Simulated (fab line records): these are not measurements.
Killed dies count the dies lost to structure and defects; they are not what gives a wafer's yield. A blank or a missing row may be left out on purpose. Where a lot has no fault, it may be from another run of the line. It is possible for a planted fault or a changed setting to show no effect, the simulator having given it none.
Which tool did it? ; flow berkeley-cmos170 ; 42 wafers from 14 lots sampled at 4 of the route's 331 steps

WHAT THE GAUGES READ, wafer by wafer
UCB170_V1_CD_MEAS_12: target cd 700 nm. Usual: cd-nm 699.8 nm, standard deviation 1.3.
lot;measured;on;cd-nm (nm);flag
L434;day 8 21:44;cd-sem-01;700.4 698.2 700.3;
L433;day 8 23:07;cd-sem-01;699.4 699.5 699.3;
L437;day 9 03:01;cd-sem-01;698.2 697.7 697.6;
L435;day 9 05:41;cd-sem-01;699.9 697.9 699.3;
L438;day 9 14:56;cd-sem-01;701.6 702.0 702.6;
L447;day 10 19:51;cd-sem-02;700.2 700.8 699.3;
L446;day 11 04:40;cd-sem-01;700.2 699.8 699.0;
L452;day 12 00:47;cd-sem-01;700.4 700.3 702.5;
L453;day 11 18:08;cd-sem-01;702.0 702.3 701.2;
L450;day 12 04:14;cd-sem-02;701.5 700.8 700.6;
L454;day 12 13:07;cd-sem-01;701.4 701.0 700.5;
L456;day 12 19:46;cd-sem-02;698.9 698.9 699.0;

UCB170_V2_BOW_MEAS_03. Usual: V2_BOW typically reads 36 um, with standard deviation 6.9.
lot;measured;on;V2_BOW (um);flag
L434;day 9 03:19;film-metro-01;32 26 30;
L433;day 9 04:28;film-metro-04;37 30 43;
L437;day 9 06:50;film-metro-01;37 41 41;
L435;day 9 10:08;film-metro-04;28 35 33;
L438;day 9 22:40;film-metro-01;35 32 35;
L447;day 11 01:44;film-metro-04;38 38 32;
L446;day 11 10:02;film-metro-03;32 41 45;
L452;day 12 04:34;film-metro-01;35 35 30;
L453;day 11 21:58;film-metro-03;33 40 34;
L450;day 12 09:19;film-metro-04;32 44 38;
L454;day 12 16:56;film-metro-03;39 40 39;
L456;day 12 23:33;film-metro-03;51 31 38;

UCB170_V2_OVL_MEAS_13. Usual: V2_OVL typically reads 0 nm, with standard deviation 5.9.
lot;measured;on;V2_OVL (nm);flag
L434;day 9 04:45;overlay-01;-2 1 1;
L433;day 9 06:28;overlay-01;-7 3 7;
L437;day 9 08:39;overlay-01;-4 -4 -1;
L435;day 9 12:12;overlay-01;3 0 1;
L438;day 10 01:13;overlay-02;-3 3 5;
L447;day 11 05:48;overlay-01;0 -1 0;
L446;day 11 12:26;overlay-01;3 6 10;
L452;day 12 07:22;overlay-01;5 5 -4;
L453;day 11 23:35;overlay-01;-3 8 -10;
L450;day 12 11:31;overlay-01;3 -8 7;
L454;day 12 18:23;overlay-01;0 -10 -1;
L456;day 13 01:04;overlay-02;-2 -3 -8;

TOOL THAT RAN EACH LOT (tool first, then ch and the chambers of the sampled wafers, then the start)
lot;UCB170_GATE_ETCH_15
L434;rie-si-02 ch 0,1, day 7 09:41
L433;rie-si-02 ch 1,3, day 7 10:24
L437;rie-si-02 ch 1,2, day 7 19:31
L435;rie-si-01 ch 1,2, day 7 19:50
L438;rie-si-02 ch 0,3, day 8 05:02
L447;rie-si-01 ch 1,2, day 9 16:52
L442;rie-si-02 ch 1,2,3, day 9 17:25
L446;rie-si-01 ch 0,2,3, day 9 17:28
L444;rie-si-02 ch 1,2, day 9 17:46
L452;rie-si-01 ch 1,2,3, day 10 10:37
L453;rie-si-01 ch 0,1, day 10 10:54
L450;rie-si-01 ch 1,3, day 10 21:43
L454;rie-si-01 ch 0,2,3, day 11 08:02
L456;rie-si-01 ch 1,2,3, day 11 17:29
- UCB170_GATE_ETCH_15: etches poly-Si in HBr/Cl2, stops on SiO2, time 56.3 s, target depth 278.2 nm.

AS READ BY THE TOOLS THEMSELVES (means over the sampled wafers that have a number; for cases with no such wafer, the mark the record gives instead)
UCB170_GATE_ETCH_15. Usual: drypump-motor-current-A 5.88 A, standard deviation 0.23; oes-product-au 0.826 a.u., standard deviation 0.019; run-length-s 84.5 s, standard deviation 0.42; throttle-valve-pct 26.37 %, standard deviation 0.26.
lot;tool;drypump-motor-current-A (A);oes-product-au (a.u.);run-length-s (s);throttle-valve-pct (%);flag
L434;rie-si-02;5.90;0.845;84.2;26.18;
L433;rie-si-02;5.84;0.841;84.3;26.17;
L437;rie-si-02;6.00;0.853;84.3;26.08;
L435;rie-si-01;5.70;0.833;84.3;26.46;
L438;rie-si-02;5.74;0.803;84.3;26.33;
L447;rie-si-01;5.70;0.818;84.4;26.45;
L442;rie-si-02;5.94;1.018;62.0;26.15;OFF
L446;rie-si-01;5.87;0.833;84.7;26.56;
L444;rie-si-02;6.08;1.022;61.9;26.06;OFF
L452;rie-si-01;5.81;0.819;84.4;26.42;
L453;rie-si-01;5.89;0.824;84.8;26.69;
L450;rie-si-01;5.94;0.799;84.3;26.53;
L454;rie-si-01;5.88;0.817;84.7;26.56;
L456;rie-si-01;5.80;0.825;84.5;26.43;

THE ANSWER, worked out from the rows above alone
Rule: take the mean of a lot's wafers that have a number; if it is more than 3 standard deviations from the usual mean, the lot is off. Also off: a lot with no number at a reading for which 4 or more lots have one. All remaining lots with rows at the step are treated as sound. After the gauges, taken in route order, come the tools' own readings; for these a lot's mean is taken, as printed above. At the first step where some lot is off, the reading lying furthest off is the one used; lots without a number count as furthest.
Off, at UCB170_GATE_ETCH_15 on run-length-s: L442, L444.
If a tool, at that step or one of the process steps before it, ran each lot that is off and ran no sound lot following the first of them, it fits. One fits: UCB170_GATE_ETCH_15 on rie-si-02. Its last sound lot is L438 (day 8 05:02), its first lot that is off L442 (day 9 17:25): a fault that began between those two fits.
The tool's own readings at UCB170_GATE_ETCH_15 bear it out: on the lots that are off they differ by more than 5 times the standard deviation of the sound lots' means. oes-product-au reads 1.020 a.u. there against 0.826 a.u. on the sound lots; run-length-s reads 62.0 s there against 84.4 s on the sound lots.

WHAT THE SIMULATOR HAD INSERTED
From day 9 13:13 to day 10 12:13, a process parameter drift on rie-si-02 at UCB170_GATE_ETCH_15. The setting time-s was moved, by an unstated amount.
Lots struck among those shown: L442, L444. The rule above reached the same finding.
